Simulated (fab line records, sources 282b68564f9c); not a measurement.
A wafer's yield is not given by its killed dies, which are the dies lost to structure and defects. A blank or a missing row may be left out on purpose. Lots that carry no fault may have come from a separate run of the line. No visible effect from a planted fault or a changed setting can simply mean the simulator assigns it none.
A lot that was struck, set against a sound lot ; flow ritCmos ; 21 steps out of a route of 202
Sound: wafers L693.3, L693.4, L693.6. Wafers struck: L700.3, L700.4, L700.6. At the end, the cause is stated.
Each step with rows lists, per side, the tool, then ch with its chambers, then its first start. Under that, the readings that differ: sound wafers ; struck wafers ; difference of the means ; sigmas: that difference in standard deviations of wafers without a fault.
alike: readings whose means differ by less than 2 such deviations, and words and numbers that are the same on both sides. not compared: withheld readings, readings that some wafer has no value for, bounds like >300 that may hide the same value, and numbers for which the record gives no deviation and whose values overlap.
Wherever a step has rows on one side only, a row that says differs or no value, or a row with sigmas, the two part there. Numbers that don't overlap but have no deviation are shown without sigmas and don't part them. A reading that every wafer of one side lacks parts them only if that side has two wafers or more.

first, 3 steps without rows for these wafers: RIT_PWELL_EXPOSE_03 (exposes mask M3, target cd 43700 nm); RIT_PWELL_PEB_04; RIT_PWELL_DEVELOP_05 (develop time 68 s).
RIT_PWELL_OVL_MEAS_06:
  sound on overlay-02 at day 2 09:32; struck on overlay-01 at day 3 19:58
  alike: PWELL_OVL
then, 2 steps without rows for these wafers: RIT_PWELL_HARDBAKE_07 (time 120 s); RIT_PWELL_IMPLANT_08.
RIT_PWELL_STRIP_09: strips in O2, time 180 s.
  sound on plasmaAsher-03 ch 0,1, day 2 10:01; struck on plasmaAsher-04 ch 0,1, day 3 20:26
  alike: drypumpMotorCurrentA
  not compared: rfHoursCounterH
RIT_PWELL_TW_MEAS_10:
  sound on filmMetro-04 at day 2 10:09; struck on filmMetro-04 at day 3 20:35
  alike: PWELL_TW
then, 1 step without rows for these wafers: RIT_WELLDRIVE_ANNEAL_00 (time 14700 s).
RIT_WELLDRIVE_RS_MEAS_01: uses a four-point probe to measure.
  sound on filmMetro-02 at day 2 15:19; struck on filmMetro-04 at day 4 01:44
  alike: NWELL_RS
RIT_WELLDRIVE_RS_MEAS_02: uses a four-point probe to measure.
  sound on filmMetro-02 at day 2 15:26; struck on filmMetro-04 at day 4 01:52
reading;sound;struck;difference;sigmas
PWELL_RS (ohm/sq);431.9 432.0 431.9;429.9 428.6 429.4;-2.6;-2
then, 1 step without rows for these wafers: RIT_NRETRO_HMDS_00 (prime time 60 s).
RIT_NRETRO_COAT_01: resist thk 1300 nm.
  sound on lithoTrack-03 ch 0, day 2 15:43; struck on lithoTrack-01 ch 0, day 4 02:10
reading;sound;struck;difference;sigmas
model.NOVOLAK_of_NRETRO_COAT_01.thkNm (nm);1299 1297 1296;1318 1315 1320;+20;
then, 4 steps without rows for these wafers: RIT_NRETRO_SOFTBAKE_02 (time 60 s); RIT_NRETRO_EXPOSE_03 (exposes mask M4, target cd 43900 nm); RIT_NRETRO_PEB_04; RIT_NRETRO_DEVELOP_05 (develop time 68 s).
RIT_NRETRO_OVL_MEAS_06:
  sound on overlay-01 at day 2 16:25; struck on overlay-02 at day 4 02:51
  alike: NRETRO_OVL
RIT_NRETRO_HARDBAKE_07: time 120 s.
  sound on lithoTrack-01 ch 0, day 2 16:31; struck on lithoTrack-01 ch 0, day 4 02:58
reading;sound;struck;difference;sigmas
model.NOVOLAK_of_NRETRO_COAT_01.thkNm (nm);1136 1134 1133;1152 1150 1154;+18;
  alike: plateTempC
following that, these wafers have no rows for 1 step: RIT_NRETRO_IMPLANT_08.
RIT_M1_PROBE_99:
  sound on prober-02 at day 3 20:28; struck on prober-01 at day 5 08:13
  alike: killedAtContacts, killedAtFrontEnd, killedDies, killedOpen, killedShort

== WHERE THEY PART ==
Only at RIT_WELLDRIVE_RS_MEAS_02, within this record. Later steps at which nothing parts them and some readings are alike: RIT_NRETRO_OVL_MEAS_06, RIT_NRETRO_HARDBAKE_07, RIT_M1_PROBE_99.

WHY: what had been put in by the simulator
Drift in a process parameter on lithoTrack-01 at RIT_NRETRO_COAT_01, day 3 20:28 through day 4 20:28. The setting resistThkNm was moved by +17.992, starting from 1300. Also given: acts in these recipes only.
